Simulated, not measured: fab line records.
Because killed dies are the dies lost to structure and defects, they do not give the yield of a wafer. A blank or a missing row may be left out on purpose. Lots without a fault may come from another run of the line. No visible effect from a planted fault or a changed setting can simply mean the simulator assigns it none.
One fault seen from 2 desks || flow ritCmos || only its own numbers are on each desk; what lay behind them is given at the end

== METROLOGY DESK ==
Means of the sampled wafers that have a number, per lot and without regard to the tool the lot ran on: this is what the gauges read. A lot is out of limits, marked OUT, if its mean lies more than 4 standard deviations from the usual mean; the brackets give that distance.
Columns: A = CONTACT_OVL at RIT_CONTACT_OVL_MEAS_09, usual -0.5 nm; B = M1_OVL at RIT_M1_OVL_MEAS_10, usual -0.3 nm; C = M1_BOW at RIT_M1_BOW_MEAS_16, usual 18 um
{"lot": "L920", "first seen here": "day 3 09:56", "A": -1.0, "B": -0.2, "C": 26}
{"lot": "L921", "first seen here": "day 3 13:52", "A": -2.1, "B": 0.7, "C": 16}
{"lot": "L922", "first seen here": "day 3 19:12", "A": 0.4, "B": -1.7, "C": 13}
{"lot": "L925", "first seen here": "day 4 11:09", "A": -0.7, "B": -0.4, "C": 17}
{"lot": "L926", "first seen here": "day 4 14:37", "A": 0.4, "B": -0.5, "C": 25}
{"lot": "L927", "first seen here": "day 4 19:46", "A": -0.5, "B": 0.3, "C": 15}
{"lot": "L930", "first seen here": "day 5 11:16", "A": -0.1, "B": 0.2, "C": 20}
{"lot": "L931", "first seen here": "day 5 15:33", "A": -0.4, "B": -0.3, "C": 15}
{"lot": "L933", "first seen here": "day 5 23:07", "A": -0.1, "B": -0.8, "C": 19}
{"lot": "L934", "first seen here": "day 6 06:10", "A": 0.0, "B": 1.7, "C": 22}
{"lot": "L937", "first seen here": "day 6 19:22", "A": -0.4, "B": 0.5, "C": 18}
{"lot": "L940", "first seen here": "day 7 09:23", "A": -0.7, "B": -1.6, "C": 17}
{"lot": "L942", "first seen here": "day 7 22:38", "A": -1.4, "B": 0.8, "C": 17}
Result from this desk: across the 13 lots, nothing is out of limits.

== DESK OF THE TOOL OWNER: rieDiel-03 ==
The tool's own readings at RIT_CONTACT_ETCH_11 (etches SiO2 in CHF3/CF4/Ar, stops on TiSi2, target depth 480 nm, time 320 s): means of the sampled wafers that have a number, for each lot that ran on this tool. A lot is out of limits, marked OUT, if its mean lies more than 4 standard deviations from the usual mean; the brackets give that distance.
Columns: A = O2_flow_sccm at RIT_CONTACT_ETCH_11, usual 5.001 sccm; B = drypumpMotorCurrentA at RIT_CONTACT_ETCH_11, usual 5.9 A; C = oesProductAu at RIT_CONTACT_ETCH_11, usual 0.989 a.u.; D = throttleValvePct at RIT_CONTACT_ETCH_11, usual 8.80 %
{"lot": "L921", "first seen here": "day 3 14:03", "A": 5.002, "B": 5.6, "C": 0.988, "D": 8.88}
{"lot": "L926", "first seen here": "day 4 14:48", "A": 4.986, "B": 6.0, "C": 0.988, "D": 8.89}
{"lot": "L930", "first seen here": "day 5 11:26", "A": 5.008, "B": 5.3, "C": 0.983, "D": 8.82}
{"lot": "L931", "first seen here": "day 5 15:44", "A": 5.006, "B": 5.7, "C": 0.985, "D": 8.83}
{"lot": "L934", "first seen here": "day 6 06:21", "A": 5.007, "B": 5.7, "C": 0.983, "D": 8.82}
Result from this desk: across the 5 lots, nothing is out of limits.

== PUT TOGETHER ==
The metrology desk saw nothing out of limits.
The tool owner's desk saw nothing out of limits.

== WHAT THE SIMULATOR HAD INSERTED ==
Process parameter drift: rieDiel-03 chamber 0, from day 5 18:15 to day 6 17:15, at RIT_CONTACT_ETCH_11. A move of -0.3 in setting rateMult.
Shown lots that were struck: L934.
